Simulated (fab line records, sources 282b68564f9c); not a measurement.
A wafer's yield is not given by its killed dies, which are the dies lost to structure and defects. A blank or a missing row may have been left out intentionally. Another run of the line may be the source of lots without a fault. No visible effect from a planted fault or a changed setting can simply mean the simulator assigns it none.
Lot-split experiment | flow rit cmos | 5 lots, 23 wafers read, on a route of 202 steps

ON THE SPLIT
At RIT_GATE_OXIDATION_05 (target thk 3 nm, ox time 270 s), the setting temp c was moved away from the recipe's 900 C on 20 of the 23 wafers read, by -2.9% to +1.4%. For the rest of the wafers, this setting stayed at what the recipe calls for.

FROM SPLIT TO READING: 1 step shown by the file between the two
- RIT_GATE_ANNEAL_06: time 600 s

THE READING
Values of GATE_OXIDE_THK in nm from RIT_GATE_THK_MEAS_07. Fault-free wafers of this fab line usually give 3.02 nm, standard deviation 0.079 nm.

wafer  | tool, chamber at the split | temp c as run, C | against the recipe | GATE_OXIDE_THK, nm | against lot-mates on the recipe
L075.1 | furnace-03, 0              | 900              | recipe             | 2.98               | -
L075.4 | furnace-03, 0              | 900              | recipe             | 3.04               | -
L075.6 | furnace-03, 0              | 900              | recipe             | 3.04               | -
L080.1 | -, -                       | 878              | -2.4%              | 2.26               | no lot-mate on the recipe
L080.2 | -, -                       | 878              | -2.4%              | 2.28               | no lot-mate on the recipe
L080.3 | -, -                       | 878              | -2.4%              | 2.29               | no lot-mate on the recipe
L080.4 | -, -                       | 878              | -2.4%              | 2.31               | no lot-mate on the recipe
L080.5 | -, -                       | 878              | -2.4%              | 2.32               | no lot-mate on the recipe
L083.1 | -, -                       | 874              | -2.9%              | 2.09               | no lot-mate on the recipe
L083.2 | -, -                       | 874              | -2.9%              | 2.16               | no lot-mate on the recipe
L083.3 | -, -                       | 874              | -2.9%              | 2.15               | no lot-mate on the recipe
L083.4 | -, -                       | 874              | -2.9%              | 2.22               | no lot-mate on the recipe
L083.5 | -, -                       | 874              | -2.9%              | 2.14               | no lot-mate on the recipe
L084.1 | -, -                       | 912.9            | +1.4%              | 3.31               | no lot-mate on the recipe
L084.2 | -, -                       | 912.9            | +1.4%              | 3.35               | no lot-mate on the recipe
L084.3 | -, -                       | 912.9            | +1.4%              | 3.35               | no lot-mate on the recipe
L084.4 | -, -                       | 912.9            | +1.4%              | 3.42               | no lot-mate on the recipe
L084.5 | -, -                       | 912.9            | +1.4%              | 3.43               | no lot-mate on the recipe
L085.1 | -, -                       | 877              | -2.6%              | 2.20               | no lot-mate on the recipe
L085.2 | -, -                       | 877              | -2.6%              | 2.25               | no lot-mate on the recipe
L085.3 | -, -                       | 877              | -2.6%              | 2.22               | no lot-mate on the recipe
L085.4 | -, -                       | 877              | -2.6%              | 2.27               | no lot-mate on the recipe
L085.6 | -, -                       | 877              | -2.6%              | 2.22               | no lot-mate on the recipe

FIT RESULTS
A straight line over all 23 wafers: GATE_OXIDE_THK changes by +0.286 nm for each +1% of temp c; r = +1.00; the points scatter about the line by 0.041 nm.
Too few moved wafers have a lot-mate on the recipe to fit a line with each lot's own level taken away.

THE WHOLE CHAIN: every reading that the file lists as answering this split, in the file's order
step                  | what it does                   | reading                                                                           | change (the file's fit)               | r (the file's)
RIT_GATE_OXIDATION_05 | target thk 3 nm, ox time 270 s | SiO2_of_GATE_OXIDATION_05.thk nm (the simulator's own value, which no gauge read) | +0.295 nm for each +1% of the setting | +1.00
RIT_GATE_THK_MEAS_07  |                                | GATE_OXIDE_THK                                                                    | +0.285 for each +1% of the setting    | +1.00

THE FILE'S OWN FIT
GATE_OXIDE_THK changes by +0.285 nm for each +1% of temp c, r = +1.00.
